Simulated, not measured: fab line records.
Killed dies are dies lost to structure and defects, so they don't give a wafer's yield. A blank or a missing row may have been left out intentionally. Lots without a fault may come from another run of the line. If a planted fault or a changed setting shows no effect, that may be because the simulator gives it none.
A struck lot beside a sound one	flow rit-cmos	23 out of 202 route steps
Sound: wafers L267.1, L267.4, L267.5. Wafers struck: L283.1, L283.2, L283.4. The cause comes at the end.
For every step that has rows: the tool of each side, followed by ch and its chambers, followed by its first start. Under that, the readings that differ: sound wafers	struck wafers	difference of the means	sigmas: that difference in standard deviations of wafers without a fault.
alike: readings with means less than 2 such deviations apart, plus words and numbers identical on both sides. not compared: withheld readings, readings lacking a value on some wafer, bounds such as >300 that could conceal the same value, and numbers that have no deviation in the record and whose values overlap.
Wherever a step has rows on one side only, a row that says differs or no value, or a row with sigmas, the two part there. Numbers that have no deviation but don't overlap get no sigmas and don't part them. A reading that every wafer of one side lacks parts them only if that side has two wafers or more.

first, 5 steps without rows for these wafers: RIT_GATE_WET_ETCH_00 (etches SiO2 in BOE, target depth 56 nm, time 60 s); RIT_GATE_CLEAN_01 (cleans in SC1, time 600 s); RIT_GATE_CLEAN_02 (cleans in dHF, time 30 s); RIT_GATE_CLEAN_03 (cleans in SC2, time 600 s); RIT_GATE_CLEAN_04 (cleans in dHF, time 60 s).
RIT_FOX2_THK_MEAS_91:
  sound on film-metro-04 at day 2 08:59; struck on film-metro-02 at day 5 15:51
  alike: FIELD_OXIDE_LEFT_2_THK
then, 2 steps without rows for these wafers: RIT_GATE_OXIDATION_05 (target thk 3 nm, ox time 270 s); RIT_GATE_ANNEAL_06 (time 600 s).
RIT_GATE_THK_MEAS_07:
  sound on film-metro-03 at day 2 10:22; struck on film-metro-02 at day 5 17:50
  alike: GATE_OXIDE_THK
then, 1 step without rows for these wafers: RIT_GATE_CVD_08 (deposits poly-Si from SiH4, target thk 250 nm, time 2137 s).
RIT_GATE_THK_MEAS_09:
  sound on film-metro-02 at day 2 12:03; struck on film-metro-02 at day 5 19:30
  alike: GATE_POLY_THK
then, 1 step without rows for these wafers: RIT_GATE_HMDS_10 (prime time 60 s).
RIT_GATE_COAT_11: resist thk 850 nm.
  sound on litho-track-04 ch 0, day 2 12:16; struck on litho-track-03 ch 0, day 5 19:43
reading	sound	struck	difference	sigmas
model.NOVOLAK_of_GATE_COAT_11.thk-nm (nm)	846.4 848.8 847.1	930.7 929.9 931.3	+83.2	
then, 4 steps without rows for these wafers: RIT_GATE_SOFTBAKE_12 (time 60 s); RIT_GATE_EXPOSE_13 (exposes mask M6, target cd 150 nm); RIT_GATE_PEB_14; RIT_GATE_DEVELOP_15 (develop time 50 s).
RIT_GATE_CD_MEAS_16: the cd target is 150 nm.
  sound on cd-sem-01 at day 2 12:58; struck on cd-sem-02 at day 5 20:32
reading	sound	struck	difference	sigmas
cd-nm (nm)	146.3 147.2 148.2	165.1 161.5 161.3	+15.4	+6
RIT_GATE_OVL_MEAS_17:
  sound on overlay-02 at day 2 13:05; struck on overlay-01 at day 5 20:40
  alike: GATE_OVL
then, 1 step without rows for these wafers: RIT_GATE_HARDBAKE_18 (time 60 s).
RIT_GATE_ETCH_19: etches poly-Si in SF6/CHF3/O2, stops on SiO2, time 165 s, target depth 312.5 nm.
  sound on rie-si-01 ch 0,1,3, day 2 13:16; struck on rie-si-01 ch 0,2,3, day 5 20:51
reading	sound	struck	difference	sigmas
model.NOVOLAK_of_GATE_COAT_11.thk-nm (nm)	664.8 665.1 666.6	738.9 738.4 742	+74.3	
model.GATE.cd-nm (nm)	146.2 147 148	164.9 161.5 161.2	+15.5	
  alike: drypump-motor-current-A, oes-product-au, throttle-valve-pct
  not compared: rf-hours-counter-h
RIT_GATE_STRIP_20: strips in O2, time 180 s.
  sound on plasma-asher-02 ch 0,1, day 2 13:22; struck on plasma-asher-02 ch 0,1, day 5 20:58
  alike: drypump-motor-current-A
  not compared: rf-hours-counter-h
RIT_M1_PROBE_99:
  sound on prober-02 at day 3 09:11; struck on prober-02 at day 6 18:13
reading	sound	struck	difference	sigmas
model.etest.pmos_0p15.r-on-ohm-um	2716 2773 2790	3012 2910 2994	+212	
model.etest.pmos-turned.r-on-ohm-um	3400 3424 3464	3604 3498 3556	+123	
model.etest.nmos_0p15.r-on-ohm-um	1110 1158 1167	1206 1170 1206	+49	
model.etest.nmos_0p15.drive-ua-um	473 465.8 458.3	420.6 435.5 428.1	-37.6	
model.etest.pmos_0p15.drive-ua-um	262.6 256.2 258.8	229.4 238.3 232.6	-25.8	
model.etest.npoly-line.line-ohm-um	175.6 176.7 173.3	143.1 146.8 146.6	-29.7	
model.etest.ppoly-line.line-ohm-um	170.8 168.5 169.2	138.4 139.7 143.9	-28.8	
  alike: killed_at_M0_to_M3, killed-at-contacts, killed-at-front-end, killed-dies, killed-open, killed-short
  not compared: model.etest.nmos-turned.drive-ua-um

== WHERE THEY PART ==
Within this record, at RIT_GATE_CD_MEAS_16 only. Later steps at which nothing parts them and some readings are alike: RIT_GATE_OVL_MEAS_17, RIT_GATE_ETCH_19, RIT_GATE_STRIP_20, RIT_M1_PROBE_99.

WHY: what the simulator had put in
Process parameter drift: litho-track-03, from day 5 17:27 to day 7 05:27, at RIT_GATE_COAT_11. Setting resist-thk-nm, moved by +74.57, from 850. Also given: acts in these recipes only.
